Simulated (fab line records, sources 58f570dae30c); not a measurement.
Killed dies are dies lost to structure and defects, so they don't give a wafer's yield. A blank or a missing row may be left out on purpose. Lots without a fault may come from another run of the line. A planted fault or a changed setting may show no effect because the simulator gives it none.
One fault seen from 2 desks | flow berkeley_cmos170 | each desk has only its own numbers; what lay behind them comes last

THE METROLOGY DESK
What the gauges read, lot by lot, whatever tool the lot ran on: means of the sampled wafers that have a number. A lot is out of limits, marked OUT, if its mean lies more than 4 standard deviations from the usual mean; the brackets give that distance.
Columns: A = START_OXIDE_THK at UCB170_START_THK_MEAS_03, usual 19.9 nm; B = WELLDRIVE_OXIDE_THK at UCB170_WELLDRIVE_THK_MEAS_02, usual 199 nm; C = PVT_OVL at UCB170_PVT_OVL_MEAS_06, usual 2 nm
lot  | first seen here | A    | B              | C
L839 | day 1 14:30     | 19.7 | 201            | -10
L842 | day 2 08:04     | 20.0 | 202            | -4
L846 | day 3 04:50     | 19.7 | 201            | -5
L849 | day 3 17:32     | 19.2 | 218 (+6.2) OUT | 5
L850 | day 3 23:01     | 20.4 | 216 (+5.4) OUT | 0
L851 | day 4 05:13     | 19.6 | 201            | 9
L854 | day 4 17:37     | 20.1 | 199            | 4
L855 | day 5 02:13     | 19.8 | 196            | 3
L856 | day 5 02:13     | 19.3 | 200            | 7
L857 | day 5 14:27     | 19.7 | 194            | -2
L858 | day 5 14:27     | 19.7 | 203            | 0
L859 | day 5 19:53     | 20.5 | 203            | 10
L860 | day 5 23:39     | 20.3 | 199            | 5
L861 | day 6 03:44     | 20.0 | 203            | 6
This desk's finding: out of limits on L849, L850; first on L849, day 6 08:43 (WELLDRIVE_OXIDE_THK at UCB170_WELLDRIVE_THK_MEAS_02). In limits: L839, L842, L846, L851, L854, L855, L856, L857, L858, L859, L860, L861.

THE TOOL OWNER'S DESK: furnace-01
The tool's own readings at UCB170_WELLDRIVE_OXIDATION_01 (target thk 199 nm, ox time 9000 s): means of the sampled wafers that have a number, for each lot that ran on this tool. A lot is out of limits, marked OUT, if its mean lies more than 4 standard deviations from the usual mean; the brackets give that distance.
Columns: A = spike_tc_centre_C at UCB170_WELLDRIVE_OXIDATION_01, usual 1102.7 C; B = spike_tc_load_C at UCB170_WELLDRIVE_OXIDATION_01, usual 1128.9 C; C = spike_tc_source_C at UCB170_WELLDRIVE_OXIDATION_01, usual 1125.5 C; D = tube_center_temp_C at UCB170_WELLDRIVE_OXIDATION_01, usual 1100.0 C; E = tube_center_temp_C_max at UCB170_WELLDRIVE_OXIDATION_01, usual 1102.9
lot  | first seen here | A                | B                | C                | D                        | E
L846 | day 5 06:01     | 1103.0           | 1130.8           | 1125.8           | 1100.1                   | 1102.8
L849 | day 6 05:13     | 1121.7 (+17) OUT | 1150.9 (+12) OUT | 1146.0 (+14) OUT | 1119.9 (+99 or more) OUT | 1122.6 (+43) OUT
L850 | day 6 05:13     | 1122.6 (+18) OUT | 1150.9 (+12) OUT | 1146.8 (+14) OUT | 1120.0 (+99 or more) OUT | 1122.4 (+42) OUT
This desk's finding: out of limits on L849, L850; first on L849, day 6 05:13 (spike_tc_centre_C at UCB170_WELLDRIVE_OXIDATION_01). In limits: L846.

PUT TOGETHER
The tool owner's desk could have raised an alarm at day 6 05:13, on L849, L850.
The metrology desk could have raised an alarm at day 6 08:43, on L849, L850.
Of the lots named, all ran UCB170_WELLDRIVE_OXIDATION_01 on furnace-01.

WHAT THE SIMULATOR HAD PUT IN
Process parameter drift: furnace-01, from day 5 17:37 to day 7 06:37, at UCB170_WELLDRIVE_OXIDATION_01. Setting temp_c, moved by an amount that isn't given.
Lots struck among those shown: L849, L850.
Hours from the fault's start to each desk's first reading out of limits: the tool owner's desk, 12; the metrology desk, 15.
